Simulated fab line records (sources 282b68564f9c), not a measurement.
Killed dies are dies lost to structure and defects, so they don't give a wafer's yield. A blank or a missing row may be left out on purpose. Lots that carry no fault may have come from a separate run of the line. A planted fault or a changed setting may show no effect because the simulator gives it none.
Which tool did it?    flow rit_cmos    14 lots, 42 wafers sampled, at 2 steps of a route of 202

== WHAT THE GAUGES SHOWED, per wafer ==
The record lacks any reading of a measuring or inspecting step that a usual standard deviation could be used to judge.

== TOOL THAT RAN EACH LOT (tool first, then ch and the chambers of the sampled wafers, then the start) ==
lot   RIT_PLDD_DEVELOP_05               RIT_M1_PROBE_99
L360  litho_track-04 ch 0, day 3 01:00  prober-01, day 3 15:54
L361  litho_track-02 ch 0, day 3 04:00  prober-02, day 3 18:35
L362  litho_track-03 ch 0, day 3 06:00  prober-01, day 3 21:38
L364  litho_track-02 ch 0, day 3 17:00  prober-01, day 4 07:55
L367  litho_track-02 ch 0, day 4 08:00  prober-02, day 4 22:44
L372  litho_track-03 ch 0, day 5 13:00  prober-02, day 6 05:24
L373  litho_track-04 ch 0, day 5 18:00  prober-01, day 6 10:05
L375  litho_track-03 ch 0, day 6 03:00  prober-01, day 6 17:40
L377  litho_track-03 ch 0, day 6 13:00  prober-01, day 7 04:23
L379  litho_track-04 ch 0, day 6 22:00  prober-01, day 7 14:09
L380  litho_track-04 ch 0, day 7 06:00  prober-02, day 7 22:08
L381  litho_track-03 ch 0, day 7 08:00  prober-01, day 8 01:34
L382  litho_track-04 ch 0, day 7 11:00  prober-02, day 8 03:13
L383  litho_track-02 ch 0, day 7 19:00  prober-01, day 8 11:16
- RIT_PLDD_DEVELOP_05: develop time 50 s.
- RIT_M1_PROBE_99

== WHAT THE TOOLS THEMSELVES READ (means of the sampled wafers that have a number; where no wafer has one, the mark that the record gives instead) ==
RIT_PLDD_DEVELOP_05.
lot   tool            developer_temp_C (C)
L360  litho_track-04  22.93
L361  litho_track-02  23.10
L362  litho_track-03  23.04
L364  litho_track-02  20.76
L367  litho_track-02  20.68
L372  litho_track-03  23.00
L373  litho_track-04  22.81
L375  litho_track-03  23.03
L377  litho_track-03  22.93
L379  litho_track-04  23.08
L380  litho_track-04  22.91
L381  litho_track-03  22.86
L382  litho_track-04  23.03
L383  litho_track-02  22.92

RIT_M1_PROBE_99.
lot   tool       killed_at_contacts  killed_at_front_end  killed_dies  killed_on_rim  killed_open  killed_short
L360  prober-01  0.0                 4.0                  4.0          1.7            2.0          2.0
L361  prober-02  0.3                 7.0                  7.3          3.3            4.7          2.7
L362  prober-01  0.0                 7.7                  7.7          2.7            4.3          3.3
L364  prober-01  0.0                 8.0                  8.0          3.7            4.0          4.0
L367  prober-02  0.0                 6.3                  6.3          1.0            3.0          3.3
L372  prober-02  0.0                 2.7                  2.7          0.7            0.3          2.3
L373  prober-01  0.0                 6.7                  6.7          1.7            3.3          3.0
L375  prober-01  0.0                 8.3                  8.3          2.0            3.3          5.0
L377  prober-01  0.0                 7.3                  7.3          1.7            4.3          3.0
L379  prober-01  0.3                 5.0                  5.3          1.3            1.7          3.7
L380  prober-02  0.0                 5.0                  5.0          1.3            2.0          3.0
L381  prober-01  0.0                 3.7                  3.7          1.0            2.0          1.7
L382  prober-02  0.0                 8.3                  8.3          2.3            5.0          3.3
L383  prober-01  0.3                 11.7                 12.0         1.7            5.0          6.3

== THE ANSWER, worked out from the rows above alone ==
Rule: the lots themselves supply what counts as usual. Put in order of their means at a reading, lots are off if they are a third of the lots or fewer, leave a main group of 4 or more, and stand apart from it by a gap of 3 or more times the standard deviation of the main group's means; of several such gaps the widest counts. If all means in a main group match to the digits the tables above print for the reading, that group is not used. A lot without any number at a reading at which 4 lots or more have one is off too. Any other lot the step has rows for is counted as sound. The gauges are gone through in route order, then the tools' own readings, and for those a lot's mean is taken as printed above. The first step at which some lot is off is used, and at that step the reading that is off furthest; a lot without a number counts as furthest.
Off at RIT_PLDD_DEVELOP_05 (developer_temp_C): L364, L367. Mean 22.97 C and standard deviation 0.086 in the main group.
A tool fits if, at that step or a process step before it, it ran every lot that is off, and no sound lot after the first of them. Of those tried, none fits.

== WHAT THE SIMULATOR HAD PUT IN ==
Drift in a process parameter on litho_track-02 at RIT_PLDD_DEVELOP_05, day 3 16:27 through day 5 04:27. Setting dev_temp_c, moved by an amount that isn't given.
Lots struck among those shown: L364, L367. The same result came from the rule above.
